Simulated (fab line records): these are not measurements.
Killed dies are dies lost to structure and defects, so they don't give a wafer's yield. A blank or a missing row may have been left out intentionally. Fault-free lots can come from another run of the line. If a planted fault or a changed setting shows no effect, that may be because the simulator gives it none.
A single fault, viewed from 2 desks | flow berkeley cmos170 | what lay behind the numbers comes last; until then each desk has only its own

THE TOOL OWNER'S DESK: rtp anneal-01
Per lot that ran on this tool, the mean of the sampled wafers carrying a number, from the tool's own readings at UCB170_SDANNEAL_RTA_01 (time 5 s). The brackets show how far a lot's mean lies from the usual mean; more than 4 standard deviations puts the lot out of limits, marked OUT.
Columns: A = anneal temp c max at UCB170_SDANNEAL_RTA_01, usual 1056.1; B = lamp power pct at UCB170_SDANNEAL_RTA_01, usual 36.3 %; C = wafer_temp_C_max at UCB170_SDANNEAL_RTA_01, usual 1057.3
lot  | first seen here | A      | B    | C
L511 | day 7 18:40     | 1053.7 | 33.8 | 1058.2
L513 | day 7 19:25     | 1053.9 | 33.8 | 1056.1
L516 | day 8 22:53     | 1054.0 | 33.8 | 1055.1
L515 | day 8 23:47     | 1054.5 | 33.8 | 1056.4
L527 | day 11 06:31    | 1055.0 | 33.8 | 1056.0
L530 | day 11 18:22    | 1054.7 | 33.8 | 1057.6
L532 | day 12 08:12    | 1054.3 | 33.9 | 1056.3
Result from this desk: across the 7 lots, nothing is out of limits.

METROLOGY DESK
What the gauges read for every lot (on any tool): the sampled wafers with a number, averaged. The brackets show how far a lot's mean lies from the usual mean; more than 4 standard deviations puts the lot out of limits, marked OUT.
Columns: A = PSD_RS at UCB170_SDANNEAL_RS_MEAS_02, usual 75.5 ohm/sq; B = NSD_RS at UCB170_SDANNEAL_RS_MEAS_03, usual 37.26 ohm/sq
lot  | first seen here | A               | B
L511 | day 7 18:44     | 75.5            | 37.32
L510 | day 7 18:52     | 75.4            | 37.21
L513 | day 7 19:28     | 75.1            | 37.19
L512 | day 7 19:37     | 75.4            | 37.31
L516 | day 8 22:57     | 73.8 (-5.4) OUT | 37.01
L515 | day 8 23:50     | 73.7 (-5.8) OUT | 36.96
L526 | day 10 13:11    | 75.6            | 37.36
L527 | day 11 06:36    | 74.9            | 37.20
L528 | day 11 07:14    | 75.8            | 37.31
L529 | day 11 07:36    | 75.5            | 37.21
L531 | day 11 17:53    | 75.5            | 37.28
L530 | day 11 18:28    | 75.8            | 37.38
L533 | day 12 07:59    | 75.4            | 37.21
L532 | day 12 08:17    | 76.3            | 37.34
This desk finds L515, L516 out of limits, with the earliest case on L516 at day 8 22:57 (PSD_RS at UCB170_SDANNEAL_RS_MEAS_02). In limits: L511, L510, L513, L512, L526, L527, L528, L529, L531, L530, L533, L532.

BROUGHT TOGETHER
On L515, L516, the metrology desk was in a position to raise an alarm at day 8 22:57.
The desk of the tool owner found nothing out of limits.
Tool owner's desk: L515, L516 on record, inside its limits.
On rtp anneal-01, each named lot ran UCB170_SDANNEAL_RTA_01.

WHAT THE SIMULATOR HAD INSERTED
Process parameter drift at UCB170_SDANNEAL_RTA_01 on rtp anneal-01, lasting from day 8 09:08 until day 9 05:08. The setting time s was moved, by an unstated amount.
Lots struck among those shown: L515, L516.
Delay in hours, fault start to first out-of-limits reading, per desk: metrology desk 14.
